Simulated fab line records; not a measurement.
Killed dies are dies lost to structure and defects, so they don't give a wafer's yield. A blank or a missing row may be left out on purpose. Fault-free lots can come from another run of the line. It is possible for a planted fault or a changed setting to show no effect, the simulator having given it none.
One fault seen from 2 desks ; flow berkeley cmos170 ; every desk sees just its own numbers, and what lay behind them comes last

## DESK OF THE TOOL OWNER: rie si-02
The tool's own readings at UCB170_GATE_ETCH_15 (etches poly-Si in HBr/Cl2, stops on SiO2, time 56.3 s, target depth 278.2 nm): means of the sampled wafers that have a number, for each lot that ran on this tool. Marked OUT: a lot whose mean sits more than 4 standard deviations from the usual mean, which makes it out of limits; the brackets give that distance.
Columns: A = drypump motor current A at UCB170_GATE_ETCH_15, usual 5.8 A; B = mfc cl2 sccm at UCB170_GATE_ETCH_15, usual 49.98 sccm; C = oes product au at UCB170_GATE_ETCH_15, usual 0.828 a.u.; D = throttle valve pct at UCB170_GATE_ETCH_15, usual 26.50 %
lot;first seen here;A;B;C;D
L182;day 6 00:00;5.5;50.08;0.836;26.44
L184;day 6 06:17;6.0;49.94;0.843;26.59
L187;day 6 14:06;6.3;50.05;0.843;26.69
L196;day 9 06:03;6.0;50.02;0.837;26.46
L199;day 9 18:45;6.3;50.06;0.840;26.54
L201;day 10 05:46;6.0;49.89;0.838;26.33
L203;day 10 09:43;6.4;49.90;0.849;26.57
This desk's verdict: no lot among the 7 shows anything out of limits.

## FROM THE METROLOGY DESK
What the gauges read for every lot (on any tool): the sampled wafers with a number, averaged. Marked OUT: a lot whose mean sits more than 4 standard deviations from the usual mean, which makes it out of limits; the brackets give that distance.
Columns: A = INCOMING_BOW at UCB170_START_BOW_MEAS_00, usual 0 um
lot;first seen here;A
L182;day 1 15:02;-5
L183;day 1 20:00;-4
L184;day 2 01:00;-1
L186;day 2 11:00;1
L187;day 2 16:00;3
L196;day 4 13:01;4
L197;day 4 18:01;-2
L198;day 4 23:00;1
L199;day 5 04:02;-2
L200;day 5 09:01;-6
L201;day 5 14:00;0
L203;day 6 00:00;-3
L204;day 6 05:09;-0
This desk's verdict: no lot among the 13 shows anything out of limits.

## PUT TOGETHER
Nothing out of limits was seen by the tool owner's desk.
Nothing out of limits was seen by the metrology desk.

## WHAT THE SIMULATOR PUT IN
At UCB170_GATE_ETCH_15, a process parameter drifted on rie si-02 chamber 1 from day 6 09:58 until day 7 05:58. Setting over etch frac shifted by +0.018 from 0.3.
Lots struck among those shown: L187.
